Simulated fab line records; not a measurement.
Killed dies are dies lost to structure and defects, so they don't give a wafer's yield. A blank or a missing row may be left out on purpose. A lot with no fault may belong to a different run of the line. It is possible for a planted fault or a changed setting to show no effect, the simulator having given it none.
One fault through the eyes of 2 desks | flow berkeley cmos170 | every desk sees just its own numbers, and what lay behind them comes last

== AT THE METROLOGY DESK ==
Lot by lot, what the gauges showed, no matter which tool ran the lot: averages of those sampled wafers that carry a number. A lot is out of limits, marked OUT, if its mean lies more than 4 standard deviations from the usual mean; the brackets give that distance.
Columns: A = PWELL_OXIDE_THK at UCB170_PWELL_THK_MEAS_03, usual 26.5 nm; B = PWELL_NITRIDE_THK at UCB170_PWELL_THK_MEAS_06, usual 219.3 nm; C = V1_TEOS_THK at UCB170_V1_THK_MEAS_01, usual 1994 nm
lot  | first seen here | A    | B     | C
L921 | day 2 10:56     | 26.8 | 220.9 | 1965
L922 | day 2 22:46     | 27.2 | 217.1 | 1975
L923 | day 3 08:02     | 26.1 | 218.5 | 1975
L925 | day 3 08:02     | 25.6 | 218.5 | 2006
L929 | day 4 05:11     | 27.0 | 219.8 | 1983
L931 | day 4 18:10     | 26.2 | 220.7 | 2092
L933 | day 4 23:48     | 26.2 | 221.9 | 2079
L936 | day 5 15:33     | 26.1 | 217.0 | 2037
L937 | day 5 22:04     | 26.8 | 217.3 | 1991
L938 | day 6 00:55     | 26.6 | 217.8 | 1963
L939 | day 6 06:34     | 26.0 | 217.4 | 1967
L942 | day 6 22:43     | 26.3 | 219.1 | 1941
L943 | day 7 07:10     | 26.6 | 220.6 | 1992
L944 | day 7 07:10     | 27.1 | 216.8 | 1988
Result from this desk: across the 14 lots, nothing is out of limits.

== FOR THE TOOL OWNER'S DESK: pecvd-04 ==
The tool's own readings at UCB170_V1_CVD_00 (deposits SiO2 from TEOS/O2, target thk 2000 nm, time 250 s): means of the sampled wafers that have a number, for each lot that ran on this tool. A lot is out of limits, marked OUT, if its mean lies more than 4 standard deviations from the usual mean; the brackets give that distance.
Columns: A = heater power w at UCB170_V1_CVD_00, usual 264 W; B = rf fwd power W at UCB170_V1_CVD_00, usual 548.5 W
lot  | first seen here | A   | B
L923 | day 7 19:19     | 228 | 545.8
L929 | day 8 00:31     | 223 | 550.9
L931 | day 9 03:01     | 249 | 620.9 (+40) OUT
L933 | day 9 17:37     | 194 | 623.1 (+41) OUT
This desk's verdict: out of limits on L931, L933, starting with L931 at day 9 03:01 (rf fwd power W at UCB170_V1_CVD_00). L923, L929: within limits.

== PUT TOGETHER ==
The tool owner's desk could have raised an alarm at day 9 03:01, on L931, L933.
Metrology desk: nothing out of limits seen.
The metrology desk holds a record of L931, L933, inside its limits.
On pecvd-04, each named lot ran UCB170_V1_CVD_00.

== WHAT WAS PUT IN BY THE SIMULATOR ==
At UCB170_V1_CVD_00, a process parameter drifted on pecvd-04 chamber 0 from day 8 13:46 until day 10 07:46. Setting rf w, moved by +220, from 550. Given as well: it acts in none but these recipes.
Shown lots that were struck: L931, L933.
Time in hours from fault onset to the first out-of-limits reading at each desk: the tool owner's desk, 13.
